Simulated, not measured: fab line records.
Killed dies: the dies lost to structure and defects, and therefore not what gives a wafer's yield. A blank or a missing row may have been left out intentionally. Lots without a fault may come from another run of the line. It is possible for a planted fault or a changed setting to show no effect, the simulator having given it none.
The tool behind it: which one? | flow berkeley-cmos170 | Sampling: 15 lots, 45 wafers, 7 of 331 route steps

## WHAT THE GAUGES READ, wafer by wafer
UCB170_GATE_CD_MEAS_90: the cd target is 350 nm.
lot  | measured     | on        | cd-nm (nm)
L242 | day 7 13:06  | cd-sem-02 | 348.2 348.6 348.6
L240 | day 7 13:20  | cd-sem-01 | 349.1 351.4 349.1
L244 | day 7 13:28  | cd-sem-02 | 349.2 349.1 349.1
L241 | day 7 13:37  | cd-sem-02 | 351.6 352.7 353.3
L246 | day 8 12:26  | cd-sem-01 | 350.2 350.2 348.6
L247 | day 8 12:35  | cd-sem-02 | 350.0 349.6 348.5
L251 | day 8 22:29  | cd-sem-02 | 352.8 352.2 354.0
L250 | day 8 22:50  | cd-sem-02 | 352.2 350.9 352.8
L249 | day 8 22:56  | cd-sem-02 | 349.0 351.5 350.9
L252 | day 8 23:06  | cd-sem-02 | 351.1 352.7 353.2
L253 | day 9 19:48  | cd-sem-02 | 350.7 349.6 349.2
L255 | day 10 07:14 | cd-sem-02 | 348.5 349.1 346.9
L257 | day 10 15:09 | cd-sem-02 | 354.7 354.4 354.6
L258 | day 11 07:10 | cd-sem-01 | 350.7 352.3 350.9
L260 | day 11 16:00 | cd-sem-02 | 351.9 351.4 351.5

UCB170_NSD_TW_MEAS_10.
lot  | measured     | on            | NSD_TW
L242 | day 8 06:41  | film-metro-03 | 4268 4257 4248
L240 | day 8 07:26  | film-metro-04 | 4209 4199 4236
L244 | day 8 07:07  | film-metro-01 | 4290 4267 4256
L241 | day 8 07:32  | film-metro-03 | 4228 4237 4253
L246 | day 9 07:02  | film-metro-04 | 4164 4182 4197
L247 | day 9 07:03  | film-metro-03 | 4244 4235 4231
L251 | day 9 15:28  | film-metro-01 | 4224 4208 4219
L250 | day 9 15:41  | film-metro-04 | 4024 4011 4048 4052 4027 4026
L249 | day 9 15:50  | film-metro-01 | 4064 4042 4048 4052 4058 4026
L252 | day 9 16:01  | film-metro-04 | 4045 4041 4029 4033 4033 4057
L253 | day 10 12:58 | film-metro-01 | 4232 4232 4245
L255 | day 11 00:43 | film-metro-04 | 4171 4185 4177
L257 | day 11 05:38 | film-metro-01 | 4246 4230 4237
L258 | day 11 20:38 | film-metro-01 | 4220 4222 4213
L260 | day 12 06:22 | film-metro-01 | 4255 4240 4255

UCB170_SDANNEAL_RS_MEAS_03: a four-point-probe measurement.
lot  | measured     | on            | NSD_RS (ohm/sq)
L242 | day 8 08:38  | film-metro-01 | 37.29 37.41 37.34
L240 | day 8 09:29  | film-metro-04 | 37.35 37.21 37.24
L244 | day 8 08:56  | film-metro-04 | 37.36 37.18 37.25
L241 | day 8 09:14  | film-metro-03 | 37.44 37.37 37.38
L246 | day 9 08:31  | film-metro-03 | 37.24 37.35 37.24
L247 | day 9 08:40  | film-metro-04 | 37.24 37.22 37.24
L251 | day 9 16:43  | film-metro-01 | 37.47 37.41 37.40
L250 | day 10 02:47 | film-metro-04 | 44.92 44.99 45.12 44.92 44.94 45.21
L249 | day 9 18:59  | film-metro-03 | 45.38 45.55 45.37 45.40 45.36 45.48
L252 | day 10 04:24 | film-metro-01 | 45.24 45.28 45.38 45.33 45.23 45.44
L253 | day 10 14:35 | film-metro-04 | 37.18 37.16 37.27
L255 | day 11 01:56 | film-metro-01 | 37.26 37.30 37.28
L257 | day 11 07:08 | film-metro-01 | 37.25 37.31 37.25
L258 | day 11 21:53 | film-metro-03 | 37.33 37.31 37.45
L260 | day 12 07:36 | film-metro-03 | 37.35 37.32 37.34

## TOOL THAT RAN EACH LOT (tool first, then ch and the chambers of the sampled wafers, then the start)
lot  | UCB170_PLDD_STRIP_10                 | UCB170_NSD_IMPLANT_08           | UCB170_NSD_STRIP_09                  | UCB170_SDANNEAL_RTA_01
L242 | plasma-asher-03 ch 0,1, day 7 14:49  | implanter-01 ch 0, day 8 06:28  | plasma-asher-04 ch 0,1, day 8 06:37  | rtp-anneal-02 ch 0, day 8 08:26
L240 | plasma-asher-04 ch 0,1, day 7 15:05  | implanter-04 ch 0, day 8 07:13  | plasma-asher-02 ch 0,1, day 8 07:20  | rtp-anneal-02 ch 0, day 8 09:05
L244 | plasma-asher-03 ch 0,1, day 7 15:20  | implanter-02 ch 0, day 8 06:52  | plasma-asher-03 ch 0,1, day 8 07:01  | rtp-anneal-01 ch 0, day 8 08:46
L241 | plasma-asher-04 ch 0,1, day 7 15:36  | implanter-02 ch 0, day 8 07:17  | plasma-asher-04 ch 0,1, day 8 07:25  | rtp-anneal-01 ch 0, day 8 08:56
L246 | plasma-asher-04 ch 0,1, day 8 14:28  | implanter-04 ch 0, day 9 06:47  | plasma-asher-04 ch 0,1, day 9 06:56  | rtp-anneal-01 ch 0, day 9 08:20
L247 | plasma-asher-01 ch 0,1, day 8 14:33  | implanter-02 ch 0, day 9 06:49  | plasma-asher-02 ch 0,1, day 9 06:56  | rtp-anneal-02 ch 0, day 9 08:27
L251 | plasma-asher-04 ch 0,1, day 9 00:46  | implanter-04 ch 0, day 9 15:13  | plasma-asher-04 ch 0,1, day 9 15:22  | rtp-anneal-01 ch 0, day 9 16:32
L250 | plasma-asher-01 ch 0,1, day 9 01:25  | implanter-02 ch 0, day 9 15:27  | plasma-asher-02 ch 0,1, day 9 15:35  | rtp-anneal-02 ch 0, day 10 02:32
L249 | plasma-asher-03 ch 0,1, day 9 01:46  | implanter-02 ch 0, day 9 15:35  | plasma-asher-03 ch 0,1, day 9 15:44  | rtp-anneal-01 ch 0, day 9 18:48
L252 | plasma-asher-04 ch 1, day 9 02:25    | implanter-02 ch 0, day 9 15:46  | plasma-asher-03 ch 0,1, day 9 15:55  | rtp-anneal-02 ch 0, day 10 04:05
L253 | plasma-asher-01 ch 0,1, day 9 21:59  | implanter-04 ch 0, day 10 12:43 | plasma-asher-04 ch 0,1, day 10 12:52 | rtp-anneal-02 ch 0, day 10 14:21
L255 | plasma-asher-03 ch 0,1, day 10 09:19 | implanter-01 ch 0, day 11 00:28 | plasma-asher-03 ch 0,1, day 11 00:37 | rtp-anneal-01 ch 0, day 11 01:46
L257 | plasma-asher-03 ch 0,1, day 10 16:53 | implanter-04 ch 0, day 11 05:23 | plasma-asher-02 ch 0,1, day 11 05:32 | rtp-anneal-01 ch 0, day 11 06:57
L258 | plasma-asher-01 ch 0,1, day 11 08:53 | implanter-04 ch 0, day 11 20:25 | plasma-asher-02 ch 0,1, day 11 20:32 | rtp-anneal-01 ch 0, day 11 21:41
L260 | plasma-asher-01 ch 0,1, day 11 18:11 | implanter-04 ch 0, day 12 06:09 | plasma-asher-03 ch 0,1, day 12 06:17 | rtp-anneal-02 ch 0, day 12 07:24
- UCB170_PLDD_STRIP_10: strips in O2.
- UCB170_NSD_IMPLANT_08
- UCB170_NSD_STRIP_09: strips in O2.
- UCB170_SDANNEAL_RTA_01: time 5 s.

## AS READ BY THE TOOLS THEMSELVES (means over the sampled wafers that have a number; for cases with no such wafer, the mark the record gives instead)
UCB170_PLDD_STRIP_10.
lot  | tool            | drypump-motor-current-A (A) | oes-product-au (a.u.) | strip-time-to-endpoint-s (s)
L242 | plasma-asher-03 | 5.66                        | 0.734                 | 21.64
L240 | plasma-asher-04 | 5.61                        | 0.726                 | 21.57
L244 | plasma-asher-03 | 5.65                        | 0.731                 | 21.72
L241 | plasma-asher-04 | 5.62                        | 0.734                 | 21.69
L246 | plasma-asher-04 | 5.64                        | 0.736                 | 21.70
L247 | plasma-asher-01 | 5.81                        | 0.731                 | 21.60
L251 | plasma-asher-04 | 5.60                        | 0.733                 | 21.66
L250 | plasma-asher-01 | 5.78                        | 0.737                 | 21.62
L249 | plasma-asher-03 | 5.84                        | 0.736                 | 21.58
L252 | plasma-asher-04 | 5.58                        | 0.733                 | 21.62
L253 | plasma-asher-01 | 5.78                        | 0.732                 | 21.61
L255 | plasma-asher-03 | 5.66                        | 0.736                 | 21.74
L257 | plasma-asher-03 | 5.83                        | 0.733                 | 21.63
L258 | plasma-asher-01 | 5.79                        | 0.733                 | 21.63
L260 | plasma-asher-01 | 5.78                        | 0.731                 | 21.71

UCB170_NSD_IMPLANT_08.
lot  | tool         | dose-ions-cm2 | end-station-pressure-torr (Torr) | faraday-current-uA
L242 | implanter-01 | 3.000e+15     | 1.23e-05                         | 9174
L240 | implanter-04 | 2.998e+15     | 1.23e-05                         | 9146
L244 | implanter-02 | 3.000e+15     | 1.26e-05                         | 9208
L241 | implanter-02 | 3.001e+15     | 1.31e-05                         | 9158
L246 | implanter-04 | 3.003e+15     | 1.34e-05                         | 9316
L247 | implanter-02 | 3.004e+15     | 1.20e-05                         | 9215
L251 | implanter-04 | 3.003e+15     | 1.21e-05                         | 9188
L250 | implanter-02 | 2.103e+15     | 1.06e-05                         | 6472
L249 | implanter-02 | 2.102e+15     | 1.10e-05                         | 6488
L252 | implanter-02 | 2.100e+15     | 1.01e-05                         | 6511
L253 | implanter-04 | 2.996e+15     | 1.25e-05                         | 9215
L255 | implanter-01 | 2.998e+15     | 1.24e-05                         | 9202
L257 | implanter-04 | 2.999e+15     | 1.29e-05                         | 9268
L258 | implanter-04 | 3.000e+15     | 1.25e-05                         | 8881
L260 | implanter-04 | 2.999e+15     | 1.25e-05                         | 9250

UCB170_NSD_STRIP_09.
lot  | tool            | drypump-motor-current-A (A) | oes-product-au (a.u.) | strip-time-to-endpoint-s (s)
L242 | plasma-asher-04 | 5.6                         | 0.531                 | 35.73
L240 | plasma-asher-02 | 6.0                         | 0.533                 | 35.87
L244 | plasma-asher-03 | 5.7                         | 0.537                 | 35.77
L241 | plasma-asher-04 | 5.6                         | 0.532                 | 35.78
L246 | plasma-asher-04 | 5.7                         | 0.534                 | 35.88
L247 | plasma-asher-02 | 5.4                         | 0.533                 | 35.85
L251 | plasma-asher-04 | 5.6                         | 0.535                 | 35.78
L250 | plasma-asher-02 | 5.4                         | 0.563                 | 32.63
L249 | plasma-asher-03 | 5.7                         | 0.566                 | 32.47
L252 | plasma-asher-03 | 5.7                         | 0.562                 | 32.54
L253 | plasma-asher-04 | 5.6                         | 0.532                 | 35.90
L255 | plasma-asher-03 | 5.7                         | 0.533                 | 35.88
L257 | plasma-asher-02 | 6.0                         | 0.532                 | 35.84
L258 | plasma-asher-02 | 6.0                         | 0.532                 | 35.75
L260 | plasma-asher-03 | 5.8                         | 0.532                 | 35.93

UCB170_SDANNEAL_RTA_01.
lot  | tool          | lamp-power-pct (%) | wafer_temp_C_max
L242 | rtp-anneal-02 | 41.8               | 1052.7
L240 | rtp-anneal-02 | 41.8               | 1053.3
L244 | rtp-anneal-01 | 38.7               | 1055.2
L241 | rtp-anneal-01 | 38.7               | 1054.9
L246 | rtp-anneal-01 | 38.7               | 1054.9
L247 | rtp-anneal-02 | 41.8               | 1052.4
L251 | rtp-anneal-01 | 38.7               | 1054.2
L250 | rtp-anneal-02 | 41.8               | 1052.4
L249 | rtp-anneal-01 | 38.7               | 1054.9
L252 | rtp-anneal-02 | 41.8               | 1051.9
L253 | rtp-anneal-02 | 41.8               | 1053.1
L255 | rtp-anneal-01 | 38.7               | 1056.1
L257 | rtp-anneal-01 | 38.7               | 1055.4
L258 | rtp-anneal-01 | 38.7               | 1054.9
L260 | rtp-anneal-02 | 41.7               | 1052.9

## THE ANSWER, worked out from the rows above alone
Rule: the usual values come from the lots themselves. Put in order of their means at a reading, lots are off if they are a third of the lots or fewer, leave a main group of 4 or more, and stand apart from it by a gap of 3 or more times the standard deviation of the main group's means; of several such gaps the widest counts. If all means in a main group match to the digits the tables above print for the reading, that group is not used. A lot without any number at a reading at which 4 lots or more have one is off too. Any other lot the step has rows for is counted as sound. The gauges are gone through in route order, then the tools' own readings, and for those a lot's mean is taken as printed above. At the first step where some lot is off, the reading lying furthest off is the one used; lots without a number count as furthest.
Off: at UCB170_NSD_TW_MEAS_10 (NSD_TW), L250, L249, L252. The main group has a mean of 4228 with a standard deviation of 27.
A tool fits if, at a process step before that reading, it ran every lot that is off, and no sound lot after the first of them. Not tried: the gauges at UCB170_NSD_TW_MEAS_10; whatever is off there is also off at UCB170_NSD_IMPLANT_08, on other tools, and gauge error can't account for it. One candidate fits, namely implanter-02 at UCB170_NSD_IMPLANT_08. A fault onset in the window from L247 (day 9 06:49, its last sound lot) to L250 (day 9 15:27, its first lot off) fits.
The tool's own readings at UCB170_NSD_IMPLANT_08 bear it out: on the lots that are off they differ by more than 5 times the standard deviation of the sound lots' means. dose-ions-cm2 reads 2.102e+15 there against 3.000e+15 on the sound lots; end-station-pressure-torr reads 1.06e-05 Torr there against 1.26e-05 Torr on the sound lots; faraday-current-uA reads 6490 there against 9185 on the sound lots.

## WHAT THE SIMULATOR HAD INSERTED
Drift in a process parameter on implanter-02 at UCB170_NSD_IMPLANT_08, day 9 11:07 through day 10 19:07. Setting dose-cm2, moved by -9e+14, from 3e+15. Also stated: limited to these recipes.
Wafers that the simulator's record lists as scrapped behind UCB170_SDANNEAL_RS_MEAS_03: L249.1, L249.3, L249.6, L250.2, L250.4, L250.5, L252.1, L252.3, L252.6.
Lots struck among those shown: L250, L249, L252. The rule above reached the same finding.
